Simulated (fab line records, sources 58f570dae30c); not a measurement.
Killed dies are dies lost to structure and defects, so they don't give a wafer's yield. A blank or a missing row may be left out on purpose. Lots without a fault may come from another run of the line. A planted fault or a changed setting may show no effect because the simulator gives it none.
Chamber matching | flow berkeley_cmos170 | UCB170_CONTACT_ETCH_17 on rie_diel-04: 4 sister chambers
The step etches BARC in N2/H2. 16 wafers are shown with their chamber, then 8 later ones without.

WAFERS WITH THEIR CHAMBER
wafer  | chamber | throttle_valve_pct (%) | oes_product_au (a.u.) | h2_flow_sccm (sccm)
L075.4 | 1       | 13.15                  | 1.004                 | 199.2
L075.5 | 3       | 13.35                  | 0.996                 | 200.5
L075.6 | 0       | 13.45                  | 1.006                 | 200.7
L076.1 | 0       | 13.47                  | 1.011                 | 199.6
L076.4 | 2       | 13.43                  | 1.009                 | 200.1
L076.5 | 1       | 13.12                  | 1.012                 | 200.4
L077.1 | 0       | 13.46                  | 1.004                 | 200.0
L077.4 | 2       | 13.44                  | 1.010                 | 201.5
L077.5 | 2       | 13.43                  | 1.008                 | 200.2
L085.3 | 1       | 13.12                  | 1.011                 | 200.0
L085.5 | 0       | 13.47                  | 1.014                 | 200.0
L085.6 | 3       | 13.34                  | 1.005                 | 200.8
L086.1 | 3       | 13.34                  | 0.996                 | 199.4
L086.5 | 0       | 13.45                  | 1.000                 | 200.6
L086.6 | 1       | 13.13                  | 1.009                 | 199.8
L091.3 | 0       | 13.45                  | 1.011                 | 200.6

SIGNATURES (means of the wafers above)
reading            | chamber 0 | chamber 1 | chamber 2 | chamber 3 | scatter within a chamber
throttle_valve_pct | 13.4583   | 13.1300   | 13.4333   | 13.3433   | 0.0101
oes_product_au     | 1.00767   | 1.00900   | 1.00900   | 0.99900   | 0.00439
h2_flow_sccm       | 200.250   | 199.850   | 200.600   | 200.233   | 0.581
Rule: a wafer's distance from a chamber is the root of the sum, over the readings, of the square of ((its reading less the chamber's mean) divided by the reading's scatter). The wafer belongs to the nearest chamber; if the next one is less than 2 further off, it can't be placed. The scatter: the root of (the sum of the squares of (reading less its chamber's mean) over the shown wafers, divided by (wafers less chambers)).

WAFERS WITHOUT THEIR CHAMBER
wafer  | throttle_valve_pct (%) | oes_product_au (a.u.) | h2_flow_sccm (sccm)
L091.4 | 13.36                  | 1.018                 | 201.1
L091.5 | 13.12                  | 1.021                 | 199.8
L095.2 | 13.45                  | 1.002                 | 200.9
L095.3 | 13.12                  | 1.008                 | 200.2
L095.4 | 13.37                  | 1.007                 | 200.7
L097.1 | 13.42                  | 1.017                 | 199.6
L097.2 | 13.47                  | 1.015                 | 199.8
L097.6 | 13.12                  | 1.021                 | 199.2

WHICH CHAMBER EACH WENT THROUGH
wafer  | from the rows above     | in truth
L091.4 | 3                       | 3
L091.5 | 1                       | 1
L095.2 | can't be placed: 0 or 2 | 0
L095.3 | 1                       | 1
L095.4 | 3                       | 3
L097.1 | can't be placed: 2 or 0 | 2
L097.2 | can't be placed: 0 or 2 | 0
L097.6 | 1                       | 1
Placed correctly: 5 of 8. Can't be placed from these rows: 3 (the true chamber is among the candidates in 3). Placed wrongly: 0.
